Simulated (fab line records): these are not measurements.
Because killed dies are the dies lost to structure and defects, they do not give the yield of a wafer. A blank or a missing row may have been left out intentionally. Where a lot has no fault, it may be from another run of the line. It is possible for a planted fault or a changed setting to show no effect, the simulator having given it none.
What tool caused it?	flow berkeley-cmos170	7 lots with 21 wafers sampled at 3 steps, on a route of 331 steps

## WHAT THE GAUGES READ, wafer by wafer
UCB170_SILICIDE_RS_MEAS_02: uses a four-point probe to measure.
lot	measured	on	SILICIDE_TI_RS (ohm/sq)
L374	day 7 14:56	film-metro-02	25.7 25.7 25.5
L376	day 8 14:53	film-metro-02	26.2 26.3 26.4
L379	day 8 15:26	film-metro-02	25.8 25.6 25.8
L381	day 9 10:49	film-metro-02	25.6 25.8 25.6
L384	day 10 08:15	film-metro-03	25.9 25.5 25.6
L389	day 11 20:56	film-metro-04	16.5 16.5 16.7 16.6 16.6 16.8
L396	day 13 00:58	film-metro-04	26.8 27.0 26.8

## EACH LOT AND THE TOOL THAT RAN IT (in order: tool; ch and the chambers of the sampled wafers; start)
lot	UCB170_NSD_STRIP_09	UCB170_SILICIDE_SPUTTER_01
L374	plasma-asher-04 ch 0,1, day 7 12:55	pvd-sputter-02, day 7 14:52
L376	plasma-asher-02 ch 0,1, day 8 12:33	pvd-sputter-01, day 8 14:47
L379	plasma-asher-04 ch 0,1, day 8 13:17	pvd-sputter-03, day 8 15:25
L381	plasma-asher-01 ch 0,1, day 9 06:49	pvd-sputter-01, day 9 10:46
L384	plasma-asher-02 ch 0,1, day 10 05:17	pvd-sputter-03, day 10 08:12
L389	plasma-asher-02 ch 0,1, day 11 18:44	pvd-sputter-03, day 11 20:54
L396	plasma-asher-04 ch 0,1, day 12 22:32	pvd-sputter-01, day 13 00:55
- UCB170_NSD_STRIP_09: strips in O2.
- UCB170_SILICIDE_SPUTTER_01: material Ti, target thk 30 nm, time 25 s.

## THE ANSWER, worked out from the rows above alone
Rule: the usual values come from the lots themselves. Put in order of their means at a reading, lots are off if they are a third of the lots or fewer, leave a main group of 4 or more, and stand apart from it by a gap of 3 or more times the standard deviation of the main group's means; of several such gaps the widest counts. If all means in a main group match to the digits the tables above print for the reading, that group is not used. Also off: a lot with no number at a reading for which 4 or more lots have one. The other lots that the step has rows for count as sound.
Off: L389, seen at UCB170_SILICIDE_RS_MEAS_02 (SILICIDE_TI_RS). Main group: mean 26.0 ohm/sq, sd 0.46.
A tool fits if, at a process step before that reading, it ran every lot that is off, and no sound lot after the first of them. Those tools and the gauges at UCB170_SILICIDE_RS_MEAS_02 are tried in the same way. Undecided on this evidence; 2 tools fit (plasma-asher-02 at UCB170_NSD_STRIP_09, pvd-sputter-03 at UCB170_SILICIDE_SPUTTER_01).

## WHAT THE SIMULATOR HAD PUT IN
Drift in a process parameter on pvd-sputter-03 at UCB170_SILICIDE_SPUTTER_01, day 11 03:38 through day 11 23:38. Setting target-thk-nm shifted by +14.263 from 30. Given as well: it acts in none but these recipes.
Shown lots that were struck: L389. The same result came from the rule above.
